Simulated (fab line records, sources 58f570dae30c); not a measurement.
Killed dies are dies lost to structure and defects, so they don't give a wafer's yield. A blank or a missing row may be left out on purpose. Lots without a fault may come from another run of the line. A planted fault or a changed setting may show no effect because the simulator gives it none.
fab line records | flow berkeley_cmos170
record lots=6 wafers=18 last_day=13
route steps=331 shown PLDD@156 NLDD@158 SPACER@171 PSD@175
lots that met no fault: from a run of the same line without faults
start_h: hours from the record's first day to the start of the lot's first wafer shown | wait_h: hours since the lot's step before | " the same as in the row above | L1.1+2: a row that stands for several wafers | - no value, or no start given | * or withheld: withheld | < > ~ a bound
route shown NAME@n: a module of which the file shows steps, and the number in the route of the first | usual: mean/standard deviation of fault-free wafers | same: alike in all rows | chamber/n: place in a boat | sites: the reading at each site | _std_site: their standard deviation | _edge_site: outer sites' mean less inner sites' | radius_mm: how far each site lies from the wafer's centre | mask NAME#n: copy n | behind: the tool/chamber that last shaped the wafer | hold: why the lot was held/for how many hours/how that ended | device: the transistor (n, p or np) that didn't switch | end of line: the same wafers' tests at the end of the route | a step without rows: its recipe alone | killed: dies lost to structure and defects at the first sort, not the wafer's yield | map: a wafer's dies, x killed, . not, _ none there
set.NAME: the setting as run; set.NAME@STEP: as run at that earlier step | model.NAME: the simulator's own value behind a step, which no gauge read
lots at some steps of the route; a table a step, a row a wafer
services: from which hour (start_h, from the record's first day; less than 0 if before it) a tool's chamber was out of use, for how many hours, and why
## steps
# step UCB170_PLDD_TW_MEAS_11
# usual PLDD_TW=1010/9.5
# columns lot.wafer tool chamber start_h wait_h PLDD_TW
L216.2 film_metro-04 - 182.25 0.1 998
L216.5 " - " " 1001
L216.6 " - " " 999
L214.3 film_metro-02 - 182.99 0.1 1012
L214.5 " - " " 1015
L214.6 " - " " 1014
L218.1 film_metro-02 - 192.29 0.1 1024
L218.2 " - " " 1021
L218.3 " - " " 1020
L221.1 film_metro-04 - 227.23 0.1 999
L221.3 " - " " 997
L221.4 " - " " 997
L224.1 film_metro-03 - 239.34 0.1 1010
L224.4 " - " " 1010
L224.6 " - " " 1014
L230.1 film_metro-03 - 266.92 0.1 1007
L230.2 " - " " 1014
L230.5 " - " " 1013
# step UCB170_PLDD_CLEAN_12
# recipe chemistry=SPM temp_c=120 time_s=600
# step UCB170_NLDD_HMDS_00
# recipe prime_time_s=60 prime_temp_c=100
# step UCB170_NLDD_COAT_01
# recipe resist=KrF spin_rpm=1500 resist_thk_nm=900
# step UCB170_NLDD_SOFTBAKE_02
# recipe resist=KrF temp_c=130 time_s=60
# step UCB170_NLDD_EXPOSE_03
# recipe mask_id=NSELECT na=0.5 sigma_outer=0.6 source_shape=conventional target_cd_nm=1200 dose_mj=30
# step UCB170_NLDD_PEB_04
# recipe peb_temp_c=130 peb_time_s=withheld resist=KrF
# step UCB170_NLDD_DEVELOP_05
# recipe developer=TMAH develop_time_s=45 resist=KrF dev_temp_c=21
# step UCB170_NLDD_CD_MEAS_06
# recipe target_cd_nm=1200
# usual cd_nm=1199.4/1.9
# columns lot.wafer tool chamber start_h wait_h cd_nm
L216.2 cd_sem-01 - 183.95 - 1198.5
L216.5 " - " " 1198.1
L216.6 " - " " 1198.8
L214.3 cd_sem-01 - 184.33 - 1202.5
L214.5 " - " " 1203.2
L214.6 " - " " 1202.3
L218.1 cd_sem-01 - 194.15 - 1198.6
L218.2 " - " " 1199.1
L218.3 " - " " 1199.6
L221.1 cd_sem-02 - 228.35 - 1197.1
L221.3 " - " " 1197.5
L221.4 " - " " 1197.9
L224.1 cd_sem-01 - 241.07 - 1200.5
L224.4 " - " " 1200.8
L224.6 " - " " 1200.7
L230.1 cd_sem-01 - 268.37 - 1203.0
L230.2 " - " " 1203.2
L230.5 " - " " 1202.8
# step UCB170_NLDD_OVL_MEAS_07
# usual NLDD_OVL=6/6.4
# columns lot.wafer tool chamber start_h wait_h NLDD_OVL[nm]
L216.2 overlay-02 - 184.05 0.1 0
L216.5 " - " " -5
L216.6 " - " " 11
L214.3 overlay-01 - 184.42 0.1 5
L214.5 " - " " 6
L214.6 " - " " 9
L218.1 overlay-02 - 194.27 0.1 7
L218.2 " - " " 18
L218.3 " - " " 11
L221.1 overlay-02 - 228.47 0.1 13
L221.3 " - " " 14
L221.4 " - " " 8
L224.1 overlay-02 - 241.19 0.1 -8
L224.4 " - " " 5
L224.6 " - " " -5
L230.1 overlay-02 - 268.49 0.1 1
L230.2 " - " " 9
L230.5 " - " " 3
# step UCB170_NLDD_IMPLANT_08
# recipe species=As dose_cm2=5e+13 energy_kev=30 tilt_deg=7 rotation_deg=0
# step UCB170_NLDD_IMPLANT_09
# recipe species=As dose_cm2=5e+13 energy_kev=30 tilt_deg=7 rotation_deg=180
# step UCB170_NLDD_STRIP_10
# recipe chemistry=O2 power_w=400 pressure_mtorr=3500 platen_temp_c=withheld o2_flow_sccm=400 overash_fraction=0.5
# usual chamber_pressure_mTorr=3500/3 drypump_motor_current_A=6.0/0.39 oes_product_au=0.734/0.0047 strip_time_to_endpoint_s=21.62/0.05
# columns lot.wafer tool chamber start_h wait_h chamber_pressure_mTorr drypump_motor_current_A oes_product_au rf_hours_counter_h strip_time_to_endpoint_s model.KrF_of_NLDD_COAT_01.thk_nm
L216.2 plasma_asher-01 1 184.38 0.1 3496 5.5 0.733 38 21.68 0
L216.5 " 0 " " 3503 6.2 0.737 - 21.68 0
L216.6 " 1 " " 3503 5.5 0.729 - 21.68 0
L214.3 plasma_asher-04 1 184.78 0.1 - - - - - 885.4
L214.5 " 0 " " - - - - - 888
L214.6 " 1 " " - - - - - 884.6
L218.1 plasma_asher-04 0 194.61 0.1 - - - - - 882.7
L218.2 " 1 " " - - - - - 885
L218.3 " 1 " " - - - - - 887.3
L221.1 plasma_asher-01 1 228.80 0.1 3493 5.4 0.737 43 21.57 0
L221.3 " 1 " " 3501 5.5 0.733 - 21.61 0
L221.4 " 0 " " 3495 6.2 0.738 - 21.58 0
L224.1 plasma_asher-04 0 241.52 0.1 3500 6.3 0.744 53 21.63 0
L224.4 " 1 " " 3503 5.5 0.733 - 21.65 0
L224.6 " 0 " " 3500 6.4 0.724 - 21.62 0
L230.1 plasma_asher-01 0 268.82 0.1 3504 6.2 0.735 47 21.56 0
L230.2 " 1 " " 3504 5.5 0.730 47 21.60 0
L230.5 " 1 " " 3504 5.5 0.734 - 21.63 0
# step UCB170_NLDD_TW_MEAS_11
# usual NLDD_TW=2210/20
# columns lot.wafer tool chamber start_h wait_h NLDD_TW
L216.2 film_metro-03 - 184.49 0.1 2211
L216.5 " - " " 2226
L216.6 " - " " 2208
L214.3 film_metro-02 - 184.86 0.1 2207
L214.5 " - " " 2239
L214.6 " - " " 2229
L218.1 film_metro-04 - 194.71 0.1 2171
L218.2 " - " " 2186
L218.3 " - " " 2187
L221.1 film_metro-02 - 228.90 0.1 2218
L221.3 " - " " 2227
L221.4 " - " " 2232
L224.1 film_metro-03 - 241.62 0.1 2248
L224.4 " - " " 2217
L224.6 " - " " 2230
L230.1 film_metro-04 - 268.92 0.1 2183
L230.2 " - " " 2186
L230.5 " - " " 2188
# step UCB170_NLDD_CLEAN_12
# recipe chemistry=SPM temp_c=120 time_s=600
# step UCB170_SPACER_CVD_00
# recipe material=SiO2 target_thk_nm=376 temp_c=390 precursor=TEOS/O2 time_s=47 rf_w=550 pressure_mtorr=9000
# usual heater_power_w=245/56 pressure_mtorr=9000/20
# columns lot.wafer tool chamber start_h wait_h heater_power_w pressure_mtorr
L216.2 pecvd-01 1 184.79 0.0 259 9013
L216.5 " 0 " " 166 8995
L216.6 " 1 " " 270 8994
L214.3 pecvd-03 2 185.17 0.0 285 9032
L214.5 " 0 " " 221 9021
L214.6 " 2 " " 312 9024
L218.1 pecvd-01 0 195.16 0.0 193 8983
L218.2 " 2 " " 212 9023
L218.3 " 1 " " 242 9013
L221.1 pecvd-01 1 229.15 0.0 241 8984
L221.3 " 2 " " 260 9006
L221.4 " 0 " " 158 9009
L224.1 pecvd-01 2 241.88 0.0 241 8998
L224.4 " 0 " " 188 9013
L224.6 " 1 " " 250 9004
L230.1 pecvd-03 2 269.17 0.0 301 8990
L230.2 " 0 " " 220 8995
L230.5 " 1 " " 313 8981
# step UCB170_SPACER_THK_MEAS_01
# recipe reads=SiO2_of_SPACER_CVD_00
# usual SPACER_TEOS_THK=378/5.2
# columns lot.wafer tool chamber start_h wait_h SPACER_TEOS_THK[nm]
L216.2 film_metro-01 - 184.84 0.0 376
L216.5 " - " " 383
L216.6 " - " " 380
L214.3 film_metro-03 - 185.23 0.0 380
L214.5 " - " " 378
L214.6 " - " " 383
L218.1 film_metro-01 - 195.20 0.0 371
L218.2 " - " " 375
L218.3 " - " " 374
L221.1 film_metro-02 - 229.20 0.0 372
L221.3 " - " " 380
L221.4 " - " " 380
L224.1 film_metro-01 - 241.95 0.0 377
L224.4 " - " " 380
L224.6 " - " " 377
L230.1 film_metro-03 - 269.22 0.0 380
L230.2 " - " " 376
L230.5 " - " " 386
# step UCB170_SPACER_ANNEAL_02
# recipe temp_c=900 time_s=1800 ambient=N2
# step UCB170_SPACER_ETCHBACK_03
# recipe stop_on=Si target=SiO2 chemistry=CHF3/CF4/Ar CHF3_flow_sccm=50 cf4_flow_sccm=10 Ar_flow_sccm=120 pressure_mtorr=200 rf_w=500 target_depth_a=3760 time_s=100
# usual drypump_motor_current_A=5.7/0.51 oes_product_au=0.905/0.016 throttle_valve_pct=6.51/0.086
# columns lot.wafer tool chamber start_h wait_h drypump_motor_current_A oes_product_au rf_hours_counter_h throttle_valve_pct
L214.3 rie_diel-02 1 189.83 0.0 5.3 0.902 63 6.55
L214.5 " 0 " " 5.4 0.883 - 6.58
L214.6 " 1 " " 5.3 0.919 - 6.53
L216.2 rie_diel-01 3 189.83 0.0 5.4 0.904 13 6.47
L216.5 " 3 " " 5.4 0.928 - 6.45
L216.6 " 0 " " 6.1 0.911 - 6.52
L218.1 rie_diel-04 0 201.30 0.0 6.2 0.889 98 6.53
L218.2 " 3 " " 4.8 0.903 43 6.66
L218.3 " 2 " " 6.5 0.889 18 6.41
L221.1 rie_diel-01 2 236.14 0.0 5.6 0.917 114 6.31
L221.3 " 1 " " 5.8 0.922 25 6.55
L221.4 " 0 " " 6.1 0.926 18 6.52
L224.1 rie_diel-02 2 249.13 0.0 6.3 0.902 13 6.58
L224.4 " 1 " " 5.3 0.910 65 6.53
L224.6 " 1 " " 5.3 0.897 - 6.55
L230.1 rie_diel-04 3 273.68 0.0 4.8 0.920 46 6.64
L230.2 " 2 " " 6.5 0.891 21 6.40
L230.5 " 3 " " 4.8 0.930 - 6.65
# step UCB170_PSD_HMDS_00
# recipe prime_time_s=60 prime_temp_c=100
# step UCB170_PSD_COAT_01
# recipe resist=KrF spin_rpm=1500 resist_thk_nm=900
# step UCB170_PSD_SOFTBAKE_02
# recipe resist=KrF temp_c=130 time_s=60
# step UCB170_PSD_EXPOSE_03
# recipe mask_id=PSELECT_MOD na=0.5 sigma_outer=0.6 source_shape=conventional target_cd_nm=1200 dose_mj=30
# step UCB170_PSD_PEB_04
# recipe peb_temp_c=130 peb_time_s=withheld resist=KrF
# step UCB170_PSD_DEVELOP_05
# recipe developer=TMAH develop_time_s=45 resist=KrF dev_temp_c=21
# step UCB170_PSD_CD_MEAS_06
# recipe target_cd_nm=1200
# usual cd_nm=1200.4/1.6
# columns lot.wafer tool chamber start_h wait_h cd_nm
L214.3 cd_sem-01 - 191.11 - 1197.7
L214.5 " - " " 1198.1
L214.6 " - " " 1200.1
L216.2 cd_sem-02 - 191.20 - 1197.3
L216.5 " - " " 1197.3
L216.6 " - " " 1199.3
L218.1 cd_sem-02 - 202.22 - 1202.6
L218.2 " - " " 1202.1
L218.3 " - " " 1201.9
L221.1 cd_sem-01 - 237.27 - 1202.0
L221.3 " - " " 1201.5
L221.4 " - " " 1202.1
L224.1 cd_sem-02 - 250.38 - 1200.7
L224.4 " - " " 1199.6
L224.6 " - " " 1199.9
L230.1 cd_sem-01 - 274.75 - 1200.1
L230.2 " - " " 1199.8
L230.5 " - " " 1199.4
# step UCB170_PSD_OVL_MEAS_07
# usual PSD_OVL=2/6.6
# columns lot.wafer tool chamber start_h wait_h PSD_OVL[nm]
L214.3 overlay-01 - 191.21 0.1 10
L214.5 " - " " 7
L214.6 " - " " 4
L216.2 overlay-02 - 191.31 0.1 8
L216.5 " - " " -1
L216.6 " - " " 9
L218.1 overlay-01 - 202.34 0.1 11
L218.2 " - " " 4
L218.3 " - " " 8
L221.1 overlay-01 - 237.39 0.1 10
L221.3 " - " " 11
L221.4 " - " " 4
L224.1 overlay-01 - 250.50 0.1 3
L224.4 " - " " -3
L224.6 " - " " -3
L230.1 overlay-02 - 274.87 0.1 -4
L230.2 " - " " 1
L230.5 " - " " -2
# step UCB170_PSD_IMPLANT_08
# recipe species=B dose_cm2=3e+15 energy_kev=20 tilt_deg=7
# step UCB170_PSD_STRIP_09
# recipe chemistry=O2 power_w=400 pressure_mtorr=3500 platen_temp_c=withheld o2_flow_sccm=400 overash_fraction=0.5
# usual chamber_pressure_mTorr=3500/3.3 drypump_motor_current_A=5.8/0.38 oes_product_au=0.601/0.0046 strip_time_to_endpoint_s=29.40/0.086
# columns lot.wafer tool chamber start_h wait_h chamber_pressure_mTorr drypump_motor_current_A oes_product_au rf_hours_counter_h strip_time_to_endpoint_s
L214.3 plasma_asher-01 1 191.41 0.1 3498 5.5 0.669 - 55.69
L214.5 " 0 " " 3496 6.2 0.665 - 55.65
L214.6 " 1 " " 3504 5.5 0.667 - 55.58
L216.2 plasma_asher-03 0 191.49 0.1 3507 5.8 0.592 8 29.48
L216.5 " 0 " " 3503 5.9 0.598 - 29.50
L216.6 " 1 " " 3499 5.4 0.595 - 29.57
L218.1 plasma_asher-04 1 202.52 0.1 3501 5.5 0.671 49 55.38
L218.2 " 0 " " 3499 6.4 0.668 49 55.50
L218.3 " 0 " " 3500 6.4 0.668 - 55.54
L221.1 plasma_asher-04 1 237.58 0.1 3492 5.5 0.605 53 29.27
L221.3 " 1 " " 3503 5.5 0.604 - 29.42
L221.4 " 0 " " 3499 6.4 0.590 - 29.40
L224.1 plasma_asher-03 1 250.68 0.1 3505 5.5 0.602 13 29.33
L224.4 " 1 " " 3502 5.5 0.610 - 29.47
L224.6 " 1 " " 3499 5.5 0.603 - 29.40
L230.1 plasma_asher-03 1 275.06 0.1 3500 5.5 0.602 16 29.27
L230.2 " 0 " " 3498 5.9 0.597 16 29.36
L230.5 " 0 " " 3505 5.9 0.600 - 29.25
# step UCB170_PSD_TW_MEAS_10
# usual PSD_TW=2324/22
# columns lot.wafer tool chamber start_h wait_h PSD_TW
L214.3 film_metro-04 - 191.50 0.1 30
L214.5 " - " " 30
L214.6 " - " " 30
L216.2 film_metro-02 - 191.60 0.1 2339
L216.5 " - " " 2346
L216.6 " - " " 2339
L218.1 film_metro-04 - 202.62 0.1 30
L218.2 " - " " 30
L218.3 " - " " 29
L221.1 film_metro-02 - 237.68 0.1 2350
L221.3 " - " " 2342
L221.4 " - " " 2347
L224.1 film_metro-02 - 250.78 0.1 2352
L224.4 " - " " 2352
L224.6 " - " " 2345
L230.1 film_metro-02 - 275.16 0.1 2347
L230.2 " - " " 2347
L230.5 " - " " 2336
# step UCB170_PSD_CLEAN_11
# recipe chemistry=SPM temp_c=120 time_s=600
## services
# columns tool chamber start_h hours kind
rie_diel-01 2 201.66 5.5 repair
rie_diel-04 - 205.63 1.6 repair
rie_diel-01 0 215.21 3.0 repair
rie_diel-02 3 218.51 - clean
rie_diel-02 3 218.51 24.3 scheduled_down
rie_diel-02 3 218.51 24.3 vent_cycle
plasma_asher-03 - 218.62 8.3 repair
pecvd-03 - 226.57 28.1 pm
rie_diel-04 - 227.21 1.6 repair
pecvd-01 - 242.50 14.0 pm
pecvd-01 0 242.50 14.0 vent_cycle
pecvd-01 1 242.50 14.0 vent_cycle
pecvd-01 2 242.50 14.0 vent_cycle
rie_diel-04 0 251.14 3.5 repair
pecvd-03 - 254.67 2.8 pm
pecvd-01 0 256.50 - clean
pecvd-01 1 256.50 - clean
pecvd-01 2 256.50 - clean
rie_diel-02 0 267.23 6.8 repair
## key
first_sign step=UCB170_NLDD_STRIP_10 reading=tool_record direction=missing
effect step=UCB170_PSD_STRIP_09 reading=strip_time_to_endpoint_s direction=up sigmas=99+ usual=* struck=*
effect step=UCB170_PSD_TW_MEAS_10 reading=PSD_TW direction=down sigmas=99+ usual=2324 struck=30
model_effect step=UCB170_NLDD_STRIP_10 value=KrF_of_NLDD_COAT_01.thk_nm without=0 struck=885.5
met_at UCB170_NLDD_STRIP_10
struck_wafers L214.3,L214.5,L214.6,L218.1,L218.2,L218.3
sort_left_out L214.3,L214.5,L214.6,L218.1,L218.2,L218.3
tester_left_out L214,L218
fault kind=skipped_step_whole tool=plasma_asher-04 chamber=- onset_h=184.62 steps=UCB170_NLDD_STRIP_10 scope=struck_lots_only
# tester_left_out: of these lots the tester's yield and bins aren't shown, on N5 and GAA mostly nor the transistor test; their killed dies are dies lost to structure and defects alone, not to doping, threshold or leakage, so they don't give the yield
# sort_left_out: the simulated sort isn't trusted on such a fault, so these wafers' sort isn't shown, and their yield isn't known
